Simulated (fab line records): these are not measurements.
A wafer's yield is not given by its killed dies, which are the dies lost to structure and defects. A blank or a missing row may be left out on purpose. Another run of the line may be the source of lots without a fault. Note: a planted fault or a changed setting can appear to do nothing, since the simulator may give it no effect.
Which tool did it? | flow berkeley cmos170 | 21 wafers sampled from 7 lots at 1 step of a route of 331

== WHAT THE GAUGES SHOWED, per wafer ==
UCB170_START_BOW_MEAS_00.
lot  | measured    | on            | INCOMING_BOW (um)
L794 | day 1 15:00 | film metro-03 | 11 -3 -3
L796 | day 2 01:00 | film metro-02 | -1 -4 7
L799 | day 2 16:00 | film metro-04 | 1 2 -1
L806 | day 4 03:00 | film metro-03 | -2 -3 4
L810 | day 4 23:01 | film metro-02 | 7 -13 6
L813 | day 5 14:00 | film metro-04 | -3 -6 9
L816 | day 6 05:01 | film metro-02 | -8 0 8

== WHAT TOOL EACH LOT RAN ON (gives the tool, then ch and the chambers of the sampled wafers, and finally the start) ==
The record shows no process step preceding these readings.

== THE ANSWER, worked out from the rows above alone ==
Rule: the usual values come from the lots themselves. Put in order of their means at a reading, lots are off if they are a third of the lots or fewer, leave a main group of 4 or more, and stand apart from it by a gap of 3 or more times the standard deviation of the main group's means; of several such gaps the widest counts. If all means in a main group match to the digits the tables above print for the reading, that group is not used. A lot without any number at a reading at which 4 lots or more have one is off too. Any other lot the step has rows for is counted as sound.
Across all readings shown, no lot is off: no conclusion can be drawn from this.

== WHAT HAD BEEN PUT IN BY THE SIMULATOR ==
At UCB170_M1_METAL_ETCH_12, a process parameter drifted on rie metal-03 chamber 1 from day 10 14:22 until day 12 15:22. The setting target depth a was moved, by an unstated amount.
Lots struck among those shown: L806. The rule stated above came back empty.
